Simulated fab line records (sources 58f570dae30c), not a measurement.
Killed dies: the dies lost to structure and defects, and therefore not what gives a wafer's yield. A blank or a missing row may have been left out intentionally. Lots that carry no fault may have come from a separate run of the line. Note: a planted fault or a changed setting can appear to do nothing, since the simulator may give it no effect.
What tool caused it? ; flow berkeley-cmos170 ; Sampling: 7 lots, 21 wafers, 3 of 331 route steps

WHAT EACH GAUGE READ, for each wafer
UCB170_V1_THK_MEAS_01.
lot;measured;on;V1_TEOS_THK (nm)
L689;day 8 23:14;film-metro-02;1990 1967 2053
L690;day 9 05:47;film-metro-01;2017 2024 2036
L695;day 9 16:30;film-metro-01;1973 2063 2005
L698;day 10 14:16;film-metro-01;1940 2016 2005
L702;day 11 05:13;film-metro-01;3953 3997 4069 3953 3997 4068
L705;day 12 05:35;film-metro-02;2007 2021 2038
L711;day 13 19:28;film-metro-02;1992 1991 2030

TOOL THAT RAN EACH LOT (tool first, then ch and the chambers of the sampled wafers, then the start)
lot;UCB170_SILICIDE_SPUTTER_01;UCB170_V1_CVD_00
L689;pvd-sputter-03, day 8 11:26;pecvd-02 ch 0,1,2, day 8 23:05
L690;pvd-sputter-01, day 8 19:51;pecvd-04 ch 0,1, day 9 05:38
L695;pvd-sputter-03, day 9 06:23;pecvd-02 ch 1,2, day 9 16:21
L698;pvd-sputter-01, day 10 03:50;pecvd-02 ch 0,1,2, day 10 14:07
L702;pvd-sputter-01, day 10 20:23;pecvd-04 ch 1,2, day 11 04:44
L705;pvd-sputter-01, day 11 18:29;pecvd-01 ch 0,1,2, day 12 05:26
L711;pvd-sputter-02, day 13 08:29;pecvd-01 ch 0,2, day 13 19:18
- UCB170_SILICIDE_SPUTTER_01: material Ti, target thk 30 nm, time 25 s.
- UCB170_V1_CVD_00: deposits SiO2 from TEOS/O2, target thk 2000 nm, time 250 s.

THE ANSWER, worked out from the rows above alone
Rule: the lots themselves supply what counts as usual. Put in order of their means at a reading, lots are off if they are a third of the lots or fewer, leave a main group of 4 or more, and stand apart from it by a gap of 3 or more times the standard deviation of the main group's means; of several such gaps the widest counts. A main group whose means are all the same, to the digits that the tables above print for the reading, isn't used. A lot without any number at a reading at which 4 lots or more have one is off too. The other lots that the step has rows for count as sound.
Off: L702, at UCB170_V1_THK_MEAS_01 (V1_TEOS_THK). Mean 2009 nm and standard deviation 13 in the main group.
A tool fits if, at a process step before that reading, it ran every lot that is off, and no sound lot after the first of them. The gauges at UCB170_V1_THK_MEAS_01 are tried like those tools. Undecided on this evidence; 2 tools fit (pecvd-04 at UCB170_V1_CVD_00, film-metro-01 at UCB170_V1_THK_MEAS_01).

WHAT THE SIMULATOR PUT IN
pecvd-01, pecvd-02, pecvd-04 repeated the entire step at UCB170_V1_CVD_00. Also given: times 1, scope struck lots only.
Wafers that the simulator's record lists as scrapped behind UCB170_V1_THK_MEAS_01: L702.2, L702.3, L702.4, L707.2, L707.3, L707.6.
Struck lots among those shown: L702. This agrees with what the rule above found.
